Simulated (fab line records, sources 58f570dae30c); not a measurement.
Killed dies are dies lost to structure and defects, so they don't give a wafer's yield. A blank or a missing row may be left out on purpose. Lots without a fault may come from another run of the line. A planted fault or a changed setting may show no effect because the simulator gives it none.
Split-lot experiment | flow berkeley_cmos170 | 5 lots, 23 wafers read, on a route of 331 steps

THE SPLIT
At UCB170_V1_CMP_02 (polishes SiO2), the setting leave_above_ref_nm was moved away from the recipe's 1000 nm on 11 of the 23 wafers read, by -4.5% to +5.8%. The other wafers ran this setting at the recipe's value.

The file shows no step between the split and the reading.

THE READING
V1_POLISHED_THK, in nm, at UCB170_V1_THK_MEAS_04. Fault-free wafers of this fab line usually give 1000.1 nm, standard deviation 1.1 nm.

wafer  | tool, chamber at the split | leave_above_ref_nm as run, nm | against the recipe | V1_POLISHED_THK, nm | against lot-mates on the recipe
L075.1 | cmp-02, 1                  | 960.1                         | -4.0%              | 959.0               | -41.4
L075.2 | cmp-02, 2                  | 1000                          | recipe             | 1000.3              | -
L075.3 | cmp-02, 0                  | 1000                          | recipe             | 1000.5              | -
L075.5 | cmp-02, 0                  | 960.1                         | -4.0%              | 962.0               | -38.4
L075.6 | cmp-02, 1                  | 960.1                         | -4.0%              | 958.6               | -41.8
L080.1 | cmp-01, 2                  | 1000                          | recipe             | 1000.1              | -
L080.2 | cmp-01, 3,1                | 1048                          | +4.8%              | 1050.8              | +49.8
L080.3 | cmp-01, 1                  | 1000                          | recipe             | 1001.8              | -
L080.5 | cmp-01, 3,1                | 1048                          | +4.8%              | 1049.6              | +48.6
L080.6 | cmp-01, 2                  | 1048                          | +4.8%              | 1049.0              | +48.0
L077.2 | cmp-01, 1                  | 955.1                         | -4.5%              | 956.3               | -42.2
L077.3 | cmp-01, 3                  | 1000                          | recipe             | 998.3               | -
L077.4 | cmp-01, 2                  | 955.1                         | -4.5%              | 953.2               | -45.2
L077.5 | cmp-01, 2                  | 955.1                         | -4.5%              | 954.6               | -43.9
L077.6 | cmp-01, 3                  | 1000                          | recipe             | 998.6               | -
L083.1 | cmp-02, 0                  | 1000                          | recipe             | 1000.2              | -
L083.3 | cmp-02, 1                  | 1000                          | recipe             | 998.1               | -
L083.4 | cmp-02, 2                  | 1000                          | recipe             | 1000.8              | -
L085.2 | cmp-01, 1                  | 1058                          | +5.8%              | 1058.4              | +58.6
L085.3 | cmp-01, 0                  | 1058                          | +5.8%              | 1057.0              | +57.2
L085.4 | cmp-01, 2                  | 1000                          | recipe             | 998.1               | -
L085.5 | cmp-01, 3                  | 1000                          | recipe             | 999.5               | -
L085.6 | cmp-01, 0                  | 1000                          | recipe             | 1001.9              | -
Where a row lists several chambers, the file gives one row for several wafers and doesn't say which wafer went through which chamber.

THE FIT
A straight line over all 23 wafers: V1_POLISHED_THK changes by +10.1 nm for each +1% of leave_above_ref_nm; r = +1.00; the points scatter about the line by 1.4 nm.
The same after taking each lot's own level away (the mean of its wafers on the recipe; 23 wafers): +10 nm for each +1%; r = +1.00; scatter 1.3 nm.
On that fit, the largest move of leave_above_ref_nm shifts the reading by 58 nm.
The lots' own levels span 998.45 to 1000.95 nm, that is 2.3 times the standard deviation above.
So the lot-to-lot level changes the slope little: the two slopes agree.
Check: with one of the wafers moved furthest among these (+5.8%) left out of the fit, the line predicts +58.2 nm for it against its lot-mates. It came out at +58.6 nm against them.

OTHER SPLITS ON THESE WAFERS
These wafers also went through other splits before the reading. Each is held against what the fit with the lots' levels taken away leaves over:
other split on the same wafers        | wafers away from the commonest value | r with V1_POLISHED_THK (lot level and that fit taken away)
UCB170_ZERO_COAT_01 resist_thk_nm     | 6                                    | -0.07
UCB170_ZERO_PEB_04 peb_temp_c         | 5                                    | +0.40
UCB170_NWELL_COAT_07 spin_rpm         | 11                                   | -0.26
UCB170_PWELL_OXIDATION_02 ox_time_s   | 15                                   | -0.31
UCB170_PFIELD_COAT_01 resist_thk_nm   | 9                                    | -0.09
UCB170_PVT_STRIP_08 overash_fraction  | 10                                   | +0.04
UCB170_NSD_EXPOSE_03 dose_mj          | 7                                    | +0.46
UCB170_BACKSIDE_COAT_01 resist_thk_nm | 7                                    | +0.31

THE WHOLE CHAIN: every reading that the file lists as answering this split, in the file's order
step                  | what it does  | reading                                                                   | change (the file's fit)              | r (the file's)
UCB170_V1_CMP_02      | polishes SiO2 | SiO2_of_V1_CVD_00.thk_nm (the simulator's own value, which no gauge read) | +9.99 nm for each +1% of the setting | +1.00
UCB170_V1_THK_MEAS_04 |               | V1_POLISHED_THK                                                           | +10 for each +1% of the setting      | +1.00

THE FILE'S OWN FIT
V1_POLISHED_THK changes by +10 nm for each +1% of leave_above_ref_nm, r = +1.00.
